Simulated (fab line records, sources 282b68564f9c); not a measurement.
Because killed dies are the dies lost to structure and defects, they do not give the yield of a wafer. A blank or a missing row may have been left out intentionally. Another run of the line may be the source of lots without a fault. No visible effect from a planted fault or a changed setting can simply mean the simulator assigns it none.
Tool commonality check || flow ritCmos || 45 wafers sampled across 15 lots

## THE REASON FOR OPENING IT
3 of 15 lots carry a flag on the reading PLDD_TW at RIT_PLDD_TW_MEAS_10. Fault-free wafers read 2351, with a standard deviation of 27.
Rule: flag the lot when none of its wafers has a number, or when each of its wafers that has one lies beyond 4 standard deviations from that mean. All remaining lots are regarded as sound.

{"lot": "L503", "measured": "day 3 11:59", "on": "filmMetro-03", "PLDD_TW, wafer by wafer": "2376 2376 2386", "flag": ""}
{"lot": "L505", "measured": "day 3 17:47", "on": "filmMetro-01", "PLDD_TW, wafer by wafer": "2329 2314 2327", "flag": ""}
{"lot": "L504", "measured": "day 3 18:01", "on": "filmMetro-03", "PLDD_TW, wafer by wafer": "2384 2388 2390", "flag": ""}
{"lot": "L507", "measured": "day 4 02:05", "on": "filmMetro-04", "PLDD_TW, wafer by wafer": "2750 2747 2745", "flag": "FLAGGED"}
{"lot": "L508", "measured": "day 4 10:47", "on": "filmMetro-04", "PLDD_TW, wafer by wafer": "2744 2751 2763", "flag": "FLAGGED"}
{"lot": "L512", "measured": "day 4 22:59", "on": "filmMetro-03", "PLDD_TW, wafer by wafer": "2369 2379 2373", "flag": ""}
{"lot": "L515", "measured": "day 5 11:59", "on": "filmMetro-04", "PLDD_TW, wafer by wafer": "2755 2734 2713", "flag": "FLAGGED"}
{"lot": "L516", "measured": "day 5 14:02", "on": "filmMetro-01", "PLDD_TW, wafer by wafer": "2319 2315 2328", "flag": ""}
{"lot": "L518", "measured": "day 6 00:19", "on": "filmMetro-04", "PLDD_TW, wafer by wafer": "2336 2344 2336", "flag": ""}
{"lot": "L519", "measured": "day 6 05:16", "on": "filmMetro-04", "PLDD_TW, wafer by wafer": "2336 2338 2327", "flag": ""}
{"lot": "L520", "measured": "day 6 08:07", "on": "filmMetro-03", "PLDD_TW, wafer by wafer": "2390 2374 2389", "flag": ""}
{"lot": "L523", "measured": "day 7 03:12", "on": "filmMetro-01", "PLDD_TW, wafer by wafer": "2321 2325 2321", "flag": ""}
{"lot": "L524", "measured": "day 7 09:38", "on": "filmMetro-04", "PLDD_TW, wafer by wafer": "2345 2346 2333", "flag": ""}
{"lot": "L525", "measured": "day 7 14:09", "on": "filmMetro-01", "PLDD_TW, wafer by wafer": "2321 2316 2302", "flag": ""}
{"lot": "L526", "measured": "day 7 18:38", "on": "filmMetro-04", "PLDD_TW, wafer by wafer": "2331 2355 2346", "flag": ""}
The mean of the flagged lots' numbers is 2745, +394 from the usual (+15 standard deviations).

## WHICH TOOL RAN EACH LOT
The record keeps 1 process step preceding the reading, out of 202 steps on the route. Cell contents, in order: the tool; ch with the chambers the sampled wafers went through; the start.
{"lot": "L503", "flag": "", "RIT_PLDD_IMPLANT_08": "implanter-03 ch 0, day 3 11:41"}
{"lot": "L505", "flag": "", "RIT_PLDD_IMPLANT_08": "implanter-04 ch 0, day 3 17:27"}
{"lot": "L504", "flag": "", "RIT_PLDD_IMPLANT_08": "implanter-03 ch 0, day 3 17:43"}
{"lot": "L507", "flag": "FLAGGED", "RIT_PLDD_IMPLANT_08": "implanter-03 ch 0, day 4 01:26"}
{"lot": "L508", "flag": "FLAGGED", "RIT_PLDD_IMPLANT_08": "implanter-03 ch 0, day 4 10:10"}
{"lot": "L512", "flag": "", "RIT_PLDD_IMPLANT_08": "implanter-03 ch 0, day 4 22:40"}
{"lot": "L515", "flag": "FLAGGED", "RIT_PLDD_IMPLANT_08": "implanter-03 ch 0, day 5 11:22"}
{"lot": "L516", "flag": "", "RIT_PLDD_IMPLANT_08": "implanter-04 ch 0, day 5 13:42"}
{"lot": "L518", "flag": "", "RIT_PLDD_IMPLANT_08": "implanter-04 ch 0, day 6 00:00"}
{"lot": "L519", "flag": "", "RIT_PLDD_IMPLANT_08": "implanter-04 ch 0, day 6 04:57"}
{"lot": "L520", "flag": "", "RIT_PLDD_IMPLANT_08": "implanter-03 ch 0, day 6 07:47"}
{"lot": "L523", "flag": "", "RIT_PLDD_IMPLANT_08": "implanter-03 ch 0, day 7 02:52"}
{"lot": "L524", "flag": "", "RIT_PLDD_IMPLANT_08": "implanter-02 ch 0, day 7 09:21"}
{"lot": "L525", "flag": "", "RIT_PLDD_IMPLANT_08": "implanter-02 ch 0, day 7 13:52"}
{"lot": "L526", "flag": "", "RIT_PLDD_IMPLANT_08": "implanter-04 ch 0, day 7 18:19"}
What these steps do:
- RIT_PLDD_IMPLANT_08
- RIT_PLDD_TW_MEAS_10

## FLAGGED OVER TOTAL, TOOL BY TOOL (the gauges that took the reading come last)
{"step": "RIT_PLDD_IMPLANT_08", "tool": "implanter-02", "lots run": 2, "flagged": 0, "share of the flagged lots": "none", "sound lots run after its first flagged lot": "-"}
{"step": "RIT_PLDD_IMPLANT_08", "tool": "implanter-03", "lots run": 8, "flagged": 3, "share of the flagged lots": "all", "sound lots run after its first flagged lot": "3 (L512,L520,L523)"}
{"step": "RIT_PLDD_IMPLANT_08", "tool": "implanter-04", "lots run": 5, "flagged": 0, "share of the flagged lots": "none", "sound lots run after its first flagged lot": "-"}
{"step": "RIT_PLDD_TW_MEAS_10", "tool": "filmMetro-01", "lots run": 4, "flagged": 0, "share of the flagged lots": "none", "sound lots run after its first flagged lot": "-"}
{"step": "RIT_PLDD_TW_MEAS_10", "tool": "filmMetro-03", "lots run": 4, "flagged": 0, "share of the flagged lots": "none", "sound lots run after its first flagged lot": "-"}
{"step": "RIT_PLDD_TW_MEAS_10", "tool": "filmMetro-04", "lots run": 7, "flagged": 3, "share of the flagged lots": "all", "sound lots run after its first flagged lot": "4 (L518,L519,L524,L526)"}

## WHAT IS ALLOWED BY THE TABLE
Every flagged lot went through 2 rows of the table: implanter-03 at RIT_PLDD_IMPLANT_08 and filmMetro-04 at RIT_PLDD_TW_MEAS_10.
- implanter-03 at RIT_PLDD_IMPLANT_08: 3 of its 8 lots flagged. Sound lots followed the first flagged one (L512, L520, L523) on it, something a lasting fault affecting the whole tool could not allow.
- filmMetro-04 at RIT_PLDD_TW_MEAS_10: 3 of its 7 lots flagged. Sound lots followed the first flagged one (L518, L519, L524, L526) on it, something a lasting fault affecting the whole tool could not allow.
No row of the table ran every flagged lot and no sound lot after the first.

## WHAT THE SIMULATOR HAD PUT IN
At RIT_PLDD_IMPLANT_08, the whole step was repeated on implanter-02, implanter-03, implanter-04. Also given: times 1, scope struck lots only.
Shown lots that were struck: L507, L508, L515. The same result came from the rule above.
